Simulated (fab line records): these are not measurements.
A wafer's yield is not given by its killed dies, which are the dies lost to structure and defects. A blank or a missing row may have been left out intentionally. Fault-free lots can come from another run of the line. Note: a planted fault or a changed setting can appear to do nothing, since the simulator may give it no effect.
Struck lot and sound lot, side by side / flow rit_cmos / 15 out of 202 route steps
Sound: wafers L999.1, L999.2, L999.5. Wafers L996.2, L996.3, L996.6 were the ones struck. Last of all comes the cause.
Each step with rows lists, per side, the tool, then ch with its chambers, then its first start. Under that, the readings that differ: sound wafers / struck wafers / difference of the means / sigmas: that difference in standard deviations of wafers without a fault.
alike: readings with means less than 2 such deviations apart, plus words and numbers identical on both sides. not compared: withheld readings, readings lacking a value on some wafer, bounds such as >300 that could conceal the same value, and numbers that have no deviation in the record and whose values overlap.
The two part at a step that has a row with sigmas, a row that says differs or no value, or rows on one side only. Numbers that don't overlap but have no deviation are shown without sigmas and don't part them. Lack of a reading on every wafer of one side parts them only where that side has two or more wafers.

first, 1 step without rows for these wafers: RIT_SILICIDE_WET_ETCH_00 (etches SiO2 in BOE, target depth 14 nm, time 15 s).
RIT_SILICIDE_SPUTTER_01: material Ti, target thk 30 nm, time 240 s.
  sound on pvd_sputter-03 at day 6 11:12; struck on pvd_sputter-02 at day 5 18:31
  alike: throttle_valve_pct
RIT_SILICIDE_RS_MEAS_02: measurement is done with a four-point probe.
  sound on film_metro-01 at day 6 11:21; struck on film_metro-03 at day 5 18:41
  alike: SILICIDE_TI_RS
RIT_SILICIDE_THK_MEAS_03: measures by xrf.
  sound on film_metro-01 at day 6 11:28; struck on film_metro-03 at day 5 18:48
  alike: SILICIDE_TI_THK
RIT_SILICIDE_RTA_04: time 10 s, ramp up 5 s, ramp down 5 s.
  sound on rtp_anneal-01 ch 0, day 6 11:32; struck on rtp_anneal-02 ch 0, day 5 18:52
reading=wafer_temp_C_max; sound=652.8 652.8 653.5; struck=655.2 655.5 656.6; difference=+2.7; sigmas=+2
then, 1 step without rows for these wafers: RIT_SILICIDE_WET_ETCH_05 (etches Ti in SPM, time 120 s).
RIT_SILICIDE_RTA_06: time 10 s, ramp up 5 s, ramp down 10 s.
  sound on rtp_anneal-02 ch 0, day 6 11:41; struck on rtp_anneal-01 ch 0, day 5 19:01
  alike: wafer_temp_C_max
RIT_CONTACT_CVD_00: deposits SiO2 from TEOS, target thk 400 nm, time 61 s.
  sound on pecvd-03 ch 1,2, day 6 11:49; struck on pecvd-03 ch 0,1, day 5 19:04
  alike: heater_power_w
RIT_CONTACT_THK_MEAS_01:
  sound on film_metro-02 at day 6 11:52; struck on film_metro-02 at day 5 19:08
  alike: CONTACT_TEOS_THK
then, 3 steps without rows for these wafers: RIT_CONTACT_HMDS_02 (prime time 60 s); RIT_CONTACT_COAT_03 (resist thk 1000 nm); RIT_CONTACT_SOFTBAKE_04 (time 60 s).
RIT_CONTACT_EXPOSE_05: exposes mask M11, target cd 1000 nm.
  sound on iline_stepper-01 ch 0, day 6 12:30; struck on iline_stepper-02 ch 0, day 5 19:39
reading=model.CONTACT.overlay_x_nm (nm); sound=1.14 1.14 1.14; struck=1.602 1.602 1.602; difference=+0.462; sigmas=
  alike: mask, exposure_dose_mJ_cm2
then, 1 step without rows for these wafers: RIT_CONTACT_PEB_06.
RIT_M1_PROBE_99:
  sound on prober-02 at day 6 18:32; struck on prober-01 at day 6 01:25
  alike: killed_at_contacts, killed_at_front_end, killed_dies, killed_open, killed_short

== WHERE THEY PART ==
Within this record, at RIT_SILICIDE_RTA_04 only. Later steps at which nothing parts them and some readings are alike: RIT_SILICIDE_RTA_06, RIT_CONTACT_CVD_00, RIT_CONTACT_THK_MEAS_01, RIT_CONTACT_EXPOSE_05, RIT_M1_PROBE_99.

WHY: the cause the simulator had injected
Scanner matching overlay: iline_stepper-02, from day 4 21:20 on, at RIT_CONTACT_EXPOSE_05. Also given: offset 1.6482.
